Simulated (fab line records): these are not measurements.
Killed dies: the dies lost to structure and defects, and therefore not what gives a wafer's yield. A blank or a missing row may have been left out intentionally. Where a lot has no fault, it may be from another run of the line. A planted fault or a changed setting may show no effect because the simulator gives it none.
fab line records	flow berkeley-cmos170
[record] lots = 14	wafers = 42	last-day = 12
route steps=331 shown FIELD@96 PLDD@152 NLDD@168 PSD@184 M2@291
lots with no fault: from the same line, run without faults
start-h: start of the lot's first displayed wafer, in hours after the record's first day	wait-h: hours elapsed since this lot's preceding step	" same as the row above	L1.1+2: one row covering several wafers at once	- no value present, or no start provided	* or withheld: withheld	< > ~ a bound
route shown NAME@n: NAME is a module with steps in the file, n the number in the route of the first one	usual: mean and standard deviation over wafers with no fault	same: alike in all rows	chamber/n: place in a boat	sites: readings site by site	_std_site: the values' standard deviation	_edge_site: outer sites' mean less inner sites'	radius-mm: how far each site lies from the wafer's centre	mask NAME#n: copy n	behind: the most recent tool/chamber to have shaped the wafer	hold: why the lot went on hold/how many hours it stayed there/how the hold came to an end	device: the n, p or np transistor that did not switch	end of line: tests run on the same wafers once the route is complete	where a step has no rows: the recipe by itself	killed: the dies lost at the first sort to structure and to defects; this is not the yield of the wafer	map: the dies of a wafer, with x for killed, . for not killed, _ for no die there
set.NAME: the setting as run; set.NAME@STEP: as run at that earlier step	model.NAME: the simulator's own value behind a step, which no gauge read
the route's steps for a sample of lots (tables are steps, rows are wafers)
services: a tool's chamber out of use, with start hour (start-h, from the record's first day; less than 0 if before it), hours out, and reason
[[steps]]
[step UCB170_FIELD_THK_MEAS_90]
[recipe] reads = SiO2_of_FIELD_OXIDATION_01
[usual] FIELD_OXIDE_LEFT_1_THK = 439/10
lot.wafer	tool	chamber	start-h	wait-h	FIELD_OXIDE_LEFT_1_THK[nm]
L212.1	film-metro-01	-	97.59	0.0	429
L212.2	"	-	"	"	441
L212.3	"	-	"	"	429
L213.2	film-metro-04	-	99.04	0.0	429
L213.4	"	-	"	"	438
L213.6	"	-	"	"	425
L214.2	film-metro-01	-	99.04	0.0	445
L214.3	"	-	"	"	438
L214.4	"	-	"	"	437
L215.1	film-metro-04	-	106.21	0.0	431
L215.2	"	-	"	"	428
L215.4	"	-	"	"	429
L220.1	film-metro-02	-	126.14	0.0	453
L220.5	"	-	"	"	446
L220.6	"	-	"	"	449
L219.3	film-metro-04	-	126.21	0.1	454
L219.4	"	-	"	"	452
L219.6	"	-	"	"	448
L221.4	film-metro-01	-	133.77	0.0	439
L221.5	"	-	"	"	438
L221.6	"	-	"	"	439
L222.1	film-metro-04	-	142.17	0.0	439
L222.2	"	-	"	"	427
L222.5	"	-	"	"	433
L223.2	film-metro-04	-	149.40	0.0	448
L223.3	"	-	"	"	449
L223.6	"	-	"	"	441
L232.1	film-metro-02	-	190.70	0.0	443
L232.5	"	-	"	"	439
L232.6	"	-	"	"	450
L231.2	film-metro-04	-	190.71	0.0	430
L231.4	"	-	"	"	436
L231.6	"	-	"	"	438
L233.1	film-metro-04	-	196.71	0.0	442
L233.2	"	-	"	"	443
L233.5	"	-	"	"	439
L234.1	film-metro-01	-	204.41	0.0	438
L234.2	"	-	"	"	445
L234.5	"	-	"	"	437
L235.1	film-metro-04	-	218.70	0.0	444
L235.2	"	-	"	"	441
L235.4	"	-	"	"	428
[step UCB170_PLDD_OVL_MEAS_07]
[usual] PLDD_OVL = 3/5.8
lot.wafer	tool	chamber	start-h	wait-h	PLDD_OVL[nm]
L212.1	overlay-02	-	126.25	0.1	5
L212.2	"	-	"	"	8
L212.3	"	-	"	"	1
L213.2	overlay-02	-	127.26	0.1	5
L213.4	"	-	"	"	-2
L213.6	"	-	"	"	-2
L214.2	overlay-02	-	129.92	0.1	13
L214.3	"	-	"	"	9
L214.4	"	-	"	"	10
L215.1	overlay-01	-	134.16	0.1	-8
L215.2	"	-	"	"	-5
L215.4	"	-	"	"	-7
L219.3	overlay-01	-	162.65	0.1	1
L219.4	"	-	"	"	1
L219.6	"	-	"	"	2
L220.1	overlay-02	-	162.75	0.1	5
L220.5	"	-	"	"	11
L220.6	"	-	"	"	15
L221.4	overlay-01	-	167.73	0.1	9
L221.5	"	-	"	"	3
L221.6	"	-	"	"	5
L222.1	overlay-02	-	168.51	0.1	4
L222.2	"	-	"	"	3
L222.5	"	-	"	"	1
L223.2	overlay-01	-	178.88	0.1	11
L223.3	"	-	"	"	3
L223.6	"	-	"	"	12
L231.2	overlay-01	-	224.49	0.1	-2
L231.4	"	-	"	"	-2
L231.6	"	-	"	"	-5
L233.1	overlay-01	-	225.09	0.1	-5
L233.2	"	-	"	"	-2
L233.5	"	-	"	"	8
L232.1	overlay-02	-	225.34	0.1	8
L232.5	"	-	"	"	7
L232.6	"	-	"	"	8
L234.1	overlay-02	-	237.24	0.1	-8
L234.2	"	-	"	"	5
L234.5	"	-	"	"	-6
L235.1	overlay-02	-	246.18	0.1	0
L235.2	"	-	"	"	10
L235.4	"	-	"	"	5
[step UCB170_NLDD_STRIP_10]
[recipe] chemistry = O2	power-w = 400	pressure-mtorr = 3500	platen-temp-c = withheld	o2-flow-sccm = 400	overash-fraction = 0.5
[usual] chamber-pressure-mTorr = 3500/3.2	drypump-motor-current-A = 6.1/0.4	oes-product-au = 0.734/0.0045	strip-time-to-endpoint-s = 21.61/0.049
lot.wafer	tool	chamber	start-h	wait-h	chamber-pressure-mTorr	drypump-motor-current-A	oes-product-au	rf-hours-counter-h	strip-time-to-endpoint-s
L212.1	plasma-asher-03	0	128.34	0.1	3498	5.3	0.735	37	21.65
L212.2	"	1	"	"	3495	6.6	0.739	37	21.63
L212.3	"	0	"	"	3502	5.4	0.738	-	21.60
L213.2	plasma-asher-02	0	129.22	0.1	3506	5.9	0.733	41	21.62
L213.4	"	1	"	"	3503	6.5	0.731	-	21.63
L213.6	"	1	"	"	3499	6.6	0.727	-	21.65
L214.2	plasma-asher-02	0	132.02	0.1	3497	5.9	0.735	41	21.68
L214.3	"	0	"	"	3502	5.9	0.732	-	21.67
L214.4	"	1	"	"	3498	6.6	0.730	-	21.58
L215.1	plasma-asher-02	0	136.13	0.1	3496	5.9	0.728	42	21.66
L215.2	"	1	"	"	3503	6.6	0.738	42	21.67
L215.4	"	0	"	"	3500	5.9	0.739	-	21.61
L219.3	plasma-asher-01	1	165.44	0.1	3503	6.0	0.729	-	21.61
L219.4	"	0	"	"	3505	6.3	0.731	-	21.68
L219.6	"	0	"	"	3501	6.3	0.732	-	21.70
L220.1	plasma-asher-02	0	165.50	0.1	3499	5.9	0.739	45	21.59
L220.5	"	0	"	"	3499	5.9	0.730	-	21.55
L220.6	"	1	"	"	3498	6.5	0.725	-	21.59
L221.4	plasma-asher-02	1	169.84	0.1	-	-	-	-	-
L221.5	"	1	"	"	-	-	-	-	-
L221.6	"	0	"	"	-	-	-	-	-
L222.1	plasma-asher-02	0	170.95	0.1	-	-	-	-	-
L222.2	"	1	"	"	-	-	-	-	-
L222.5	"	1	"	"	-	-	-	-	-
L223.2	plasma-asher-03	0	181.18	0.1	3508	5.4	0.732	43	21.68
L223.3	"	1	"	"	3496	6.6	0.737	-	21.64
L223.6	"	0	"	"	3498	5.4	0.739	-	21.62
L231.2	plasma-asher-01	1	226.45	0.1	3498	6.0	0.726	54	21.55
L231.4	"	0	"	"	3499	6.3	0.735	-	21.57
L231.6	"	0	"	"	3494	6.3	0.739	-	21.52
L233.1	plasma-asher-02	0	227.30	0.1	3498	5.9	0.741	52	21.61
L233.2	"	1	"	"	3495	6.6	0.737	52	21.58
L233.5	"	1	"	"	3500	6.6	0.737	-	21.57
L232.1	plasma-asher-02	1	227.84	0.1	3496	6.6	0.733	52	21.55
L232.5	"	1	"	"	3501	6.6	0.727	-	21.55
L232.6	"	0	"	"	3501	5.9	0.737	-	21.58
L234.1	plasma-asher-03	1	239.31	0.1	3499	6.5	0.736	50	21.60
L234.2	"	0	"	"	3501	5.4	0.727	50	21.65
L234.5	"	1	"	"	3499	6.5	0.732	-	21.60
L235.1	plasma-asher-03	1	248.35	0.1	3500	6.6	0.728	51	21.66
L235.2	"	0	"	"	3506	5.4	0.725	51	21.61
L235.4	"	1	"	"	3503	6.6	0.735	-	21.62
[step UCB170_PSD_STRIP_09]
[recipe] chemistry = O2	power-w = 400	pressure-mtorr = 3500	platen-temp-c = withheld	o2-flow-sccm = 400	overash-fraction = 0.5
[usual] chamber-pressure-mTorr = 3500/3.5	drypump-motor-current-A = 6.0/0.38	oes-product-au = 0.600/0.0046	strip-time-to-endpoint-s = 29.38/0.076
lot.wafer	tool	chamber	start-h	wait-h	chamber-pressure-mTorr	drypump-motor-current-A	oes-product-au	rf-hours-counter-h	strip-time-to-endpoint-s
L213.2	plasma-asher-04	1	137.79	0.1	3499	6.2	0.602	2	29.28
L213.4	"	0	"	"	3503	5.7	0.598	-	29.17
L213.6	"	0	"	"	3504	5.7	0.592	-	29.24
L214.2	plasma-asher-01	1	137.91	0.1	3503	6.0	0.597	45	29.34
L214.3	"	1	"	"	3504	6.0	0.595	-	29.30
L214.4	"	0	"	"	3504	6.3	0.599	-	29.38
L212.1	plasma-asher-03	1	138.04	0.1	3509	6.6	0.602	38	29.59
L212.2	"	0	"	"	3505	5.4	0.604	38	29.40
L212.3	"	1	"	"	3495	6.5	0.607	-	29.54
L215.1	plasma-asher-01	0	145.46	0.1	3498	6.3	0.596	45	29.37
L215.2	"	1	"	"	3501	6.0	0.603	45	29.28
L215.4	"	0	"	"	3500	6.3	0.602	-	29.35
L219.3	plasma-asher-01	0	173.03	0.1	3495	6.3	0.605	-	29.44
L219.4	"	1	"	"	3505	6.0	0.598	-	29.38
L219.6	"	1	"	"	3495	6.0	0.606	-	29.41
L220.1	plasma-asher-03	0	173.45	0.1	3498	5.4	0.597	42	29.24
L220.5	"	1	"	"	3501	6.6	0.592	-	29.24
L220.6	"	0	"	"	3498	5.4	0.604	-	29.30
L221.4	plasma-asher-01	1	176.05	0.1	3501	6.0	0.667	-	55.47
L221.5	"	0	"	"	3512	6.3	0.661	-	55.48
L221.6	"	1	"	"	3494	6.0	0.664	-	55.51
L222.1	plasma-asher-01	1	176.47	0.1	3502	5.9	0.672	48	55.58
L222.2	"	0	"	"	3504	6.3	0.662	48	55.60
L222.5	"	0	"	"	3502	6.3	0.661	-	55.57
L223.2	plasma-asher-04	1	186.80	0.1	3501	6.2	0.599	8	29.41
L223.3	"	1	"	"	3495	6.2	0.597	-	29.44
L223.6	"	0	"	"	3500	5.7	0.594	-	29.46
L233.1	plasma-asher-03	1	231.75	0.1	3497	6.6	0.604	49	29.54
L233.2	"	0	"	"	3497	5.3	0.596	49	29.43
L233.5	"	1	"	"	3496	6.6	0.601	-	29.47
L231.2	plasma-asher-03	0	232.02	0.1	3499	5.4	0.600	49	29.42
L231.4	"	0	"	"	3500	5.4	0.603	-	29.38
L231.6	"	0	"	"	3501	5.4	0.599	-	29.50
L232.1	plasma-asher-01	0	232.30	0.1	3500	6.3	0.607	54	29.40
L232.5	"	1	"	"	3496	6.0	0.605	-	29.38
L232.6	"	0	"	"	3502	6.3	0.594	-	29.46
L234.1	plasma-asher-04	0	245.07	0.1	3495	5.7	0.603	14	29.49
L234.2	"	1	"	"	3503	6.3	0.604	14	29.34
L234.5	"	1	"	"	3499	6.2	0.602	-	29.40
L235.1	plasma-asher-03	1	255.07	0.1	3503	6.5	0.604	51	29.36
L235.2	"	0	"	"	3505	5.4	0.603	51	29.34
L235.4	"	0	"	"	3504	5.4	0.603	-	29.30
[step UCB170_PSD_TW_MEAS_10]
[usual] PSD_TW = 2338/16
lot.wafer	tool	chamber	start-h	wait-h	hold	PSD_TW
L213.2	film-metro-04	-	137.90	0.1	-	2359
L213.4	"	-	"	"	-	2355
L213.6	"	-	"	"	-	2356
L214.2	film-metro-03	-	138.02	0.1	-	2330
L214.3	"	-	"	"	-	2323
L214.4	"	-	"	"	-	2331
L212.1	film-metro-04	-	138.14	0.1	-	2352
L212.2	"	-	"	"	-	2350
L212.3	"	-	"	"	-	2341
L215.1	film-metro-04	-	145.56	0.1	-	2352
L215.2	"	-	"	"	-	2352
L215.4	"	-	"	"	-	2343
L219.3	film-metro-03	-	173.12	0.1	-	2325
L219.4	"	-	"	"	-	2337
L219.6	"	-	"	"	-	2327
L220.1	film-metro-04	-	173.55	0.1	-	2346
L220.5	"	-	"	"	-	2348
L220.6	"	-	"	"	-	2351
L221.4	film-metro-03	-	176.14	0.1	await-dispo/0.2h/release	30
L221.5	"	-	"	"	await-dispo/0.2h/release	30
L221.6	"	-	"	"	await-dispo/0.2h/release	30
L221.4	film-metro-03	-	176.37	0.2	-	30
L221.5	"	-	"	"	-	30
L221.6	"	-	"	"	-	30
L222.1	film-metro-02	-	176.57	0.1	await-dispo/0.2h/release	30
L222.2	"	-	"	"	await-dispo/0.2h/release	30
L222.5	"	-	"	"	await-dispo/0.2h/release	30
L222.1	film-metro-02	-	176.80	0.2	-	30
L222.2	"	-	"	"	-	30
L222.5	"	-	"	"	-	30
L223.2	film-metro-03	-	186.96	0.1	-	2309
L223.3	"	-	"	"	-	2342
L223.6	"	-	"	"	-	2327
L233.1	film-metro-04	-	231.85	0.1	-	2357
L233.2	"	-	"	"	-	2356
L233.5	"	-	"	"	-	2351
L231.2	film-metro-03	-	232.13	0.1	-	2318
L231.4	"	-	"	"	-	2333
L231.6	"	-	"	"	-	2314
L232.1	film-metro-03	-	232.40	0.1	-	2322
L232.5	"	-	"	"	-	2315
L232.6	"	-	"	"	-	2319
L234.1	film-metro-03	-	245.17	0.1	-	2301
L234.2	"	-	"	"	-	2306
L234.5	"	-	"	"	-	2316
L235.1	film-metro-02	-	255.17	0.1	-	2341
L235.2	"	-	"	"	-	2337
L235.4	"	-	"	"	-	2345
[step UCB170_M2_CD_MEAS_90]
[recipe] target-cd-nm = 700
[usual] cd-nm = 699.8/2.8
lot.wafer	tool	chamber	start-h	wait-h	cd-nm
L214.2	cd-sem-02	-	165.28	0.1	705.2
L214.3	"	-	"	"	702.7
L214.4	"	-	"	"	702.9
L213.2	cd-sem-01	-	165.46	0.2	702.4
L213.4	"	-	"	"	701.3
L213.6	"	-	"	"	696.5
L212.1	cd-sem-02	-	165.55	0.1	701.6
L212.2	"	-	"	"	704.0
L212.3	"	-	"	"	700.9
L215.1	cd-sem-02	-	172.50	0.1	700.8
L215.2	"	-	"	"	698.3
L215.4	"	-	"	"	701.0
L219.3	cd-sem-02	-	197.73	0.1	698.6
L219.4	"	-	"	"	698.6
L219.6	"	-	"	"	697.4
L220.1	cd-sem-01	-	197.88	0.1	697.4
L220.5	"	-	"	"	695.1
L220.6	"	-	"	"	697.0
L223.2	cd-sem-01	-	211.50	0.1	698.4
L223.3	"	-	"	"	699.6
L223.6	"	-	"	"	702.0
L233.1	cd-sem-02	-	253.65	0.1	699.0
L233.2	"	-	"	"	698.0
L233.5	"	-	"	"	700.1
L232.1	cd-sem-02	-	256.17	0.1	694.6
L232.5	"	-	"	"	694.8
L232.6	"	-	"	"	699.6
L231.2	cd-sem-02	-	256.72	0.1	697.4
L231.4	"	-	"	"	696.5
L231.6	"	-	"	"	700.0
L234.1	cd-sem-02	-	268.61	0.1	699.1
L234.2	"	-	"	"	702.3
L234.5	"	-	"	"	699.2
L235.1	cd-sem-01	-	282.74	0.1	697.8
L235.2	"	-	"	"	693.7
L235.4	"	-	"	"	699.3
[[services]]
tool	chamber	start-h	hours	kind
plasma-asher-04	-	108.75	9.0	pm
plasma-asher-04	0	108.75	9.0	vent-cycle
plasma-asher-04	1	108.75	9.0	vent-cycle
plasma-asher-04	0	117.75	-	clean
plasma-asher-04	1	117.75	-	clean
plasma-asher-01	-	126.32	7.1	repair
[[key]]
[first-sign] step = UCB170_NLDD_STRIP_10	reading = tool-record	direction = missing
[effect] step = UCB170_PSD_STRIP_09	reading = strip-time-to-endpoint-s	direction = up	sigmas = 99+	usual = *	struck = *
[effect] step = UCB170_PSD_TW_MEAS_10	reading = visit	direction = added
[effect] step = UCB170_PSD_TW_MEAS_10	reading = PSD_TW	direction = down	sigmas = 99+	usual = 2338	struck = 30
met-at UCB170_NLDD_STRIP_10
struck-lots L221,L222
scrapped-behind UCB170_PSD_TW_MEAS_10 L221.4,L221.5,L221.6,L222.1,L222.2,L222.5
not-acting-at UCB170_FIELD_THK_MEAS_90,UCB170_PLDD_OVL_MEAS_07,UCB170_M2_CD_MEAS_90
onset-between 165.50 169.84
[fault] kind = skipped-step-whole	tool = plasma-asher-02	chamber = -	onset-h = 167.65	steps = UCB170_NLDD_STRIP_10	scope = struck-lots-only
